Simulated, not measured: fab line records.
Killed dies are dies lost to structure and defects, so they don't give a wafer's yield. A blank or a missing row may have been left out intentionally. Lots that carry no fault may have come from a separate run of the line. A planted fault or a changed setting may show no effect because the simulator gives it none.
Comparing a struck lot with a sound one | flow rit_cmos | 30 out of 202 route steps
Sound: the wafers L926.2, L926.4, L926.6. Struck: wafer L935.3 (left out: L935.1, L935.2 of the same lot, which were not struck); the cause appears at the end.
At each step with rows: each side's tool, then ch and its chambers, then its first start. Under that, the readings that differ: sound wafers | struck wafers | difference of the means | sigmas: that difference in standard deviations of wafers without a fault.
alike: readings whose means differ by less than 2 such deviations, and words and numbers that are the same on both sides. not compared: withheld readings, readings that some wafer has no value for, bounds like >300 that may hide the same value, and numbers for which the record gives no deviation and whose values overlap.
Wherever a step has rows on one side only, a row that says differs or no value, or a row with sigmas, the two part there. Numbers that have no deviation but don't overlap get no sigmas and don't part them. A reading that every wafer of one side lacks parts them only if that side has two wafers or more.

first, 6 steps without rows for these wafers: RIT_SDANNEAL_RTA_03 (time 5 s); RIT_SILICIDE_WET_ETCH_00 (etches SiO2 in BOE, target depth 14 nm, time 15 s); RIT_SILICIDE_SPUTTER_01 (material Ti, target thk 30 nm, time 240 s); RIT_SILICIDE_RTA_04 (time 10 s, ramp up 5 s, ramp down 5 s); RIT_SILICIDE_WET_ETCH_05 (etches Ti in SPM, time 120 s); RIT_SILICIDE_RTA_06 (time 10 s, ramp up 5 s, ramp down 10 s).
RIT_CONTACT_CVD_00: deposits SiO2 from TEOS, target thk 400 nm, time 61 s.
  sound on pecvd-03 ch 0,1,2, day 3 13:30; struck on pecvd-03 ch 2, day 5 09:50
  reading                                  | sound             | struck | difference | sigmas
  run_length_s (s)                         | 89.3 89.7 88.7    | 69.5   | -19.7      | -44
  model.SiO2_of_CONTACT_CVD_00.thk_nm (nm) | 391.9 400.4 400.2 | 276.9  | -120.6     |
  alike: heater_power_w
  not compared: since_wet_clean_h
RIT_CONTACT_THK_MEAS_01:
  sound on film_metro-04 at day 3 13:34; struck on film_metro-01 at day 5 09:53
  reading               | sound       | struck | difference | sigmas
  CONTACT_TEOS_THK (nm) | 392 401 400 | 277    | -121       | -21
then, 7 steps without rows for these wafers: RIT_CONTACT_HMDS_02 (prime time 60 s); RIT_CONTACT_COAT_03 (resist thk 1000 nm); RIT_CONTACT_SOFTBAKE_04 (time 60 s); RIT_CONTACT_EXPOSE_05 (exposes mask M11, target cd 1000 nm); RIT_CONTACT_PEB_06; RIT_CONTACT_DEVELOP_07 (develop time 120 s); RIT_CONTACT_HARDBAKE_10 (time 60 s).
RIT_CONTACT_ETCH_11: etches SiO2 in CHF3/CF4/Ar, stops on TiSi2, target depth 480 nm, time 320 s.
  sound on rie_diel-01 ch 1,2,3, day 3 15:01; struck on rie_diel-04 ch 3, day 5 11:23
  reading                             | sound             | struck | difference | sigmas
  model.CONTACT.feature_depth_nm (nm) | 391.9 400.4 400.2 | 276.9  | -120.6     |
  model.etch.depth_nm (nm)            | 391.9 400.4 400.2 | 276.9  | -120.6     |
  alike: O2_flow_sccm, drypump_motor_current_A, oes_product_au, throttle_valve_pct
  not compared: rf_hours_counter_h
then, 11 steps without rows for these wafers: RIT_CONTACT_STRIP_12 (strips in O2, time 180 s); RIT_CONTACT_CLEAN_13 (cleans in SC1, time 600 s); RIT_CONTACT_CLEAN_14 (cleans in SC2, time 600 s); RIT_M1_SPUTTER_00 (material Al, target thk 400 nm, time 500 s); RIT_M1_HMDS_03 (prime time 60 s); RIT_M1_COAT_04 (resist thk 1300 nm); RIT_M1_SOFTBAKE_05 (time 60 s); RIT_M1_EXPOSE_06 (exposes mask M12, target cd 2600 nm); RIT_M1_PEB_07; RIT_M1_DEVELOP_08 (develop time 68 s); RIT_M1_HARDBAKE_11 (time 120 s).
RIT_M1_METAL_ETCH_12: etches Al in Cl2/BCl3, stops on SiO2, time 165 s, target depth 600 nm.
  sound on rie_metal-01 ch 0,1, day 3 17:55; struck on rie_metal-01 ch 1, day 5 14:01
  reading                                  | sound             | struck | difference | sigmas
  model.SiO2_of_CONTACT_CVD_00.thk_nm (nm) | 356.1 363.2 362.9 | 241.2  | -119.5     |
  alike: drypump_motor_current_A, oes_product_au, throttle_valve_pct
  not compared: rf_hours_counter_h
then, 1 step without rows for these wafers: RIT_M1_STRIP_13 (strips in nmp, time 600 s).
RIT_M1_PROBE_99:
  sound on prober-01 at day 3 20:13; struck on prober-02 at day 5 16:38
  reading                                                 | sound                | struck | difference | sigmas
  model.etest.field_p_metal.vt_v (V)                      | -29.63 -29.79 -29.73 | -23.02 | +6.70      |
  model.etest.nmos_0p15.junction_log10_a_um               | -13.46 -13.54 -13.74 | -12.25 | +1.33      |
  model.etest.nmos_narrow.off_log10_a_um                  | -13.29 -13.28 -13.34 | -12.23 | +1.07      |
  model.etest.nmos_0p3.off_log10_a_um                     | -13.12 -13.11 -13.17 | -12.23 | +0.90      |
  model.etest.gate_end_array.leak_log10_a_um              | -12.83 -12.8 -12.95  | -12    | +1         |
  model.etest.contact_diode_array.leak_log10_a (angstrom) | -9.47 -9.683 -9.54   | -8.772 | +0.792     |
  model.etest.pmos_0p15.junction_log10_a_um               | -13.85 -13.81 -13.84 | -13.1  | +0.7       |
  model.etest.pmos_0p3.off_log10_a_um                     | -12.98 -12.94 -12.87 | -12.85 | +0.08      |
  alike: killed_at_front_end, killed_dies, killed_open, killed_short

== WHERE THEY PART ==
First at RIT_CONTACT_CVD_00; last, within this record, at RIT_CONTACT_THK_MEAS_01. Later steps at which nothing parts them and some readings are alike: RIT_CONTACT_ETCH_11, RIT_M1_METAL_ETCH_12, RIT_M1_PROBE_99.

WHY: the cause the simulator had injected
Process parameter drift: pecvd-03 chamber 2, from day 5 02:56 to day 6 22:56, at RIT_CONTACT_CVD_00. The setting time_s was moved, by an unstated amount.
